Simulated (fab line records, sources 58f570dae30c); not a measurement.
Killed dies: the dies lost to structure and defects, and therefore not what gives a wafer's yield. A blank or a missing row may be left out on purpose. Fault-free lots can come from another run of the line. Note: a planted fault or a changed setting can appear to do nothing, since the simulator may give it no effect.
Problem report in the 8D (eight disciplines) form, filled by code ; flow berkeley_cmos170 ; the parts of the form that need people (team, actions taken, sign-off) are left out

## 1. THE ISSUE
At UCB170_GATE_ETCH_15, oes_product_au averages 0.963 a.u. over 9 wafers from 3 lots, while fault-free wafers read 0.836 a.u., standard deviation 0.017. That is +7.5 standard deviations from the usual mean.
The step: etches poly-Si in HBr/Cl2, stops on SiO2, time 56.3 s, target depth 278.2 nm.
Seen first at day 8 22:17 on rie_si-02, wafer L952.3. At this step, 21 wafers from 7 lots have a number in the record. Rule for "out", or "out of limits": more than 4 standard deviations from the usual mean. The other wafers with a number count as sound.

## 2. WHAT IT IS, AND WHAT IT ISN'T
question;is;is not
which readings at this step;oes_product_au;drypump_motor_current_A, throttle_valve_pct
which lots;L952, L953, L954;L941, L947, L956, L961
which wafers of those lots;all that have a number;-
read on which tools;rie_si-02;rie_si-01
when;from day 8 22:17;"up to then (6 sound wafers); but 6 sound wafers of L956, L961 came after"

## 3. SUSPECTS, AND WHAT RULES EACH OUT
Counting: any tool at a process step up to the reading is kept as a suspect provided that every lot that is out went through it and no sound lot did after the first of them.
- rie_si-02 at UCB170_GATE_ETCH_15 (etches poly-Si in HBr/Cl2, stops on SiO2, time 56.3 s, target depth 278.2 nm): kept. It processed each lot that is out, first L952 at day 8 22:17, and no sound lot thereafter; up to then, the last sound lot it processed was L947 at day 7 17:03. Its own oes_product_au readings are out on those wafers.
After counting, what remains is rie_si-02 at UCB170_GATE_ETCH_15.

## 4. THE CAUSE (what the simulator had put in)
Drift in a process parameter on rie_si-02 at UCB170_GATE_ETCH_15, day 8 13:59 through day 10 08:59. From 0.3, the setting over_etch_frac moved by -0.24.
Only this tool survived the counting.

## 5. SEQUENCE OF EFFECTS, ordered by route
Each row: a reading whose mean over the struck wafers that have a number lies more than 3 standard deviations from the usual. Only readings whose record carries a usual standard deviation are examined. hours: median over the lots of the time between each lot's start at the first step of this table that gives one and its start at this step. sigmas: the change, counted in usual standard deviations.
hours;step;reading;usual;on struck wafers;change;sigmas
0;UCB170_GATE_ETCH_15;oes_product_au;0.836 a.u.;0.963;+0.127;+7.5
Process steps it contains:
- UCB170_GATE_ETCH_15: etches poly-Si in HBr/Cl2, stops on SiO2, time 56.3 s, target depth 278.2 nm.

## 6. WHAT WOULD HAVE CAUGHT IT SOONER
First out-of-limits reading in this record: day 8 22:17, which is 8 hours after fault onset at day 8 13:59.
